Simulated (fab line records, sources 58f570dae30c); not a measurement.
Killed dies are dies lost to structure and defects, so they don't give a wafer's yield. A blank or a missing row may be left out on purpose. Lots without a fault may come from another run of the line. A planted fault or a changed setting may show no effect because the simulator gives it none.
Which tool did it? | flow berkeley_cmos170 | 13 lots, 39 wafers sampled, at 5 steps of a route of 331

WHAT THE GAUGES READ, wafer by wafer
UCB170_SPACER_THK_MEAS_01. Usual: SPACER_TEOS_THK 375 nm, standard deviation 4.8.
lot  | measured     | on            | SPACER_TEOS_THK (nm) | flag
L407 | day 6 19:52  | film_metro-03 | 369 370 374          |
L408 | day 6 20:04  | film_metro-02 | 370 370 371          |
L409 | day 7 04:38  | film_metro-01 | 375 375 377          |
L413 | day 7 14:32  | film_metro-02 | 381 376 380          |
L412 | day 7 14:40  | film_metro-01 | 375 377 377          |
L416 | day 7 21:23  | film_metro-03 | 371 377 374          |
L418 | day 8 11:26  | film_metro-03 | 378 382 385          |
L423 | day 9 11:52  | film_metro-02 | 373 380 380          |
L425 | day 10 03:20 | film_metro-02 | 389 389 390          |
L427 | day 10 16:37 | film_metro-03 | 369 375 368          |
L428 | day 10 16:48 | film_metro-02 | 364 377 375          |
L429 | day 10 17:01 | film_metro-02 | 374 373 378          |
L430 | day 11 01:38 | film_metro-03 | 374 371 378          |

UCB170_V2_BOW_MEAS_03. Usual: V2_BOW 38 um, standard deviation 7.1.
lot  | measured     | on            | V2_BOW (um) | flag
L407 | day 8 06:17  | film_metro-03 | 22 35 33    |
L408 | day 8 05:42  | film_metro-01 | 29 30 38    |
L409 | day 8 10:51  | film_metro-04 | 34 25 35    |
L413 | day 8 18:12  | film_metro-04 | 61 39 42    |
L412 | day 8 19:41  | film_metro-03 | 37 42 38    |
L416 | day 9 04:48  | film_metro-04 | 32 28 34    |
L418 | day 9 18:01  | film_metro-03 | 38 48 39    |
L423 | day 10 17:26 | film_metro-01 | 34 38 44    |
L425 | day 11 11:53 | film_metro-01 | 42 34 33    |
L427 | day 11 21:46 | film_metro-03 | 50 39 40    |
L428 | day 11 20:28 | film_metro-04 | 41 44 41    |
L429 | day 11 21:40 | film_metro-04 | 37 51 37    |
L430 | day 12 05:58 | film_metro-01 | 37 39 42    |

UCB170_M3_OVL_MEAS_16. Usual: M3_OVL 1 nm, standard deviation 4.9.
lot  | measured     | on         | M3_OVL (nm) | flag
L407 | day 8 13:02  | overlay-01 | 1 3 -4      |
L408 | day 8 12:28  | overlay-01 | 4 3 -5      |
L409 | day 8 18:19  | overlay-01 | 5 8 9       |
L413 | day 8 23:32  | overlay-02 | 10 5 2      |
L412 | day 9 01:14  | overlay-01 | -1 0 -2     |
L416 | day 9 09:01  | overlay-02 | 7 1 0       |
L418 | day 9 23:34  | overlay-01 | 10 7 5      |
L423 | day 10 22:56 | overlay-02 | -10 -4 -6   |
L425 | day 11 15:56 | overlay-02 | 2 2 -1      |
L427 | day 12 05:50 | overlay-01 | -2 -1 4     |
L428 | day 12 03:24 | overlay-02 | 2 2 -1      |
L429 | day 12 05:35 | overlay-01 | -4 -9 5     |
L430 | day 12 10:50 | overlay-01 | -1 -1 -4    |

WHICH TOOL RAN EACH LOT (tool, then ch and the chambers of the sampled wafers, then the start)
lot  | UCB170_SPACER_CVD_00            | UCB170_V2_ETCH_14
L407 | pecvd-04 ch 1,2, day 6 19:49    | rie_diel-03 ch 0,1,3, day 8 08:19
L408 | pecvd-02 ch 0,1, day 6 20:01    | rie_diel-03 ch 2,3, day 8 08:00
L409 | pecvd-04 ch 0,2, day 7 04:35    | rie_diel-03 ch 1,3, day 8 14:25
L413 | pecvd-02 ch 0,1,2, day 7 14:29  | rie_diel-01 ch 0,2,3, day 8 20:20
L412 | pecvd-04 ch 0,2, day 7 14:38    | rie_diel-01 ch 0,1,2, day 8 21:42
L416 | pecvd-02 ch 0,1, day 7 21:21    | rie_diel-02 ch 0,2,3, day 9 06:27
L418 | pecvd-03 ch 0,1,2, day 8 11:23  | rie_diel-02 ch 1,2, day 9 20:15
L423 | pecvd-03 ch 0,1,2, day 9 11:49  | rie_diel-01 ch 0,1,3, day 10 19:13
L425 | pecvd-04 ch 0,1,2, day 10 03:17 | rie_diel-02 ch 0,2,3, day 11 13:21
L427 | pecvd-03 ch 0,1,2, day 10 16:34 | rie_diel-03 ch 2,3, day 12 00:35
L428 | pecvd-02 ch 0,1,2, day 10 16:45 | rie_diel-01 ch 0,2,3, day 11 21:48
L429 | pecvd-03 ch 0,1,2, day 10 16:58 | rie_diel-01 ch 0,3, day 12 00:19
L430 | pecvd-02 ch 0,1,2, day 11 01:36 | rie_diel-03 ch 1,2,3, day 12 08:00
- UCB170_SPACER_CVD_00: deposits SiO2 from TEOS/O2, target thk 376 nm, time 47 s.
- UCB170_V2_ETCH_14: etches SiO2 in CHF3/CF4/Ar, stops on Al, target depth 1250 nm, time 291 s.

WHAT THE TOOLS THEMSELVES READ (means of the sampled wafers that have a number; where no wafer has one, the mark that the record gives instead)
UCB170_SPACER_CVD_00. Usual: heater_power_w 245 W, standard deviation 48.
lot  | tool     | heater_power_w (W) | flag
L407 | pecvd-04 | 225                |
L408 | pecvd-02 | 254                |
L409 | pecvd-04 | 260                |
L413 | pecvd-02 | 241                |
L412 | pecvd-04 | 239                |
L416 | pecvd-02 | 223                |
L418 | pecvd-03 | 264                |
L423 | pecvd-03 | 224                |
L425 | pecvd-04 | 274                |
L427 | pecvd-03 | 261                |
L428 | pecvd-02 | 229                |
L429 | pecvd-03 | 251                |
L430 | pecvd-02 | 238                |

UCB170_V2_ETCH_14. Usual: drypump_motor_current_A 5.9 A, standard deviation 0.49; oes_product_au 0.872 a.u., standard deviation 0.014; throttle_valve_pct 6.90 %, standard deviation 0.13.
lot  | tool        | drypump_motor_current_A (A) | oes_product_au (a.u.) | throttle_valve_pct (%) | flag
L407 | rie_diel-03 | 5.8                         | 0.883                 | 6.86                   |
L408 | rie_diel-03 | 6.2                         | 0.874                 | 6.83                   |
L409 | rie_diel-03 | 5.2                         | 0.887                 | 6.99                   |
L413 | rie_diel-01 | 5.8                         | 0.874                 | 6.95                   |
L412 | rie_diel-01 | 5.9                         | 0.869                 | 7.02                   |
L416 | rie_diel-02 | 5.9                         | 0.855                 | 6.93                   |
L418 | rie_diel-02 | 5.7                         | 0.861                 | 6.83                   |
L423 | rie_diel-01 | 5.7                         | 0.880                 | 6.91                   |
L425 | rie_diel-02 | 5.9                         | 0.861                 | 6.93                   |
L427 | rie_diel-03 | 6.0                         | 0.881                 | 6.81                   |
L428 | rie_diel-01 | 5.8                         | 0.877                 | 6.95                   |
L429 | rie_diel-01 | 5.9                         | 0.877                 | 6.86                   |
L430 | rie_diel-03 | 5.7                         | 0.880                 | 6.91                   |

THE ANSWER, worked out from the rows above alone
Rule: a lot is off if the mean of its wafers that have a number lies more than 3 standard deviations from the usual mean. A lot without any number at a reading at which 4 lots or more have one is off too. The other lots that the step has rows for count as sound. The gauges are gone through in route order, then the tools' own readings, and for those a lot's mean is taken as printed above. The first step at which some lot is off is used, and at that step the reading that is off furthest; a lot without a number counts as furthest.
No lot is off at any reading shown: from this, nothing can be told.

WHAT THE SIMULATOR HAD PUT IN
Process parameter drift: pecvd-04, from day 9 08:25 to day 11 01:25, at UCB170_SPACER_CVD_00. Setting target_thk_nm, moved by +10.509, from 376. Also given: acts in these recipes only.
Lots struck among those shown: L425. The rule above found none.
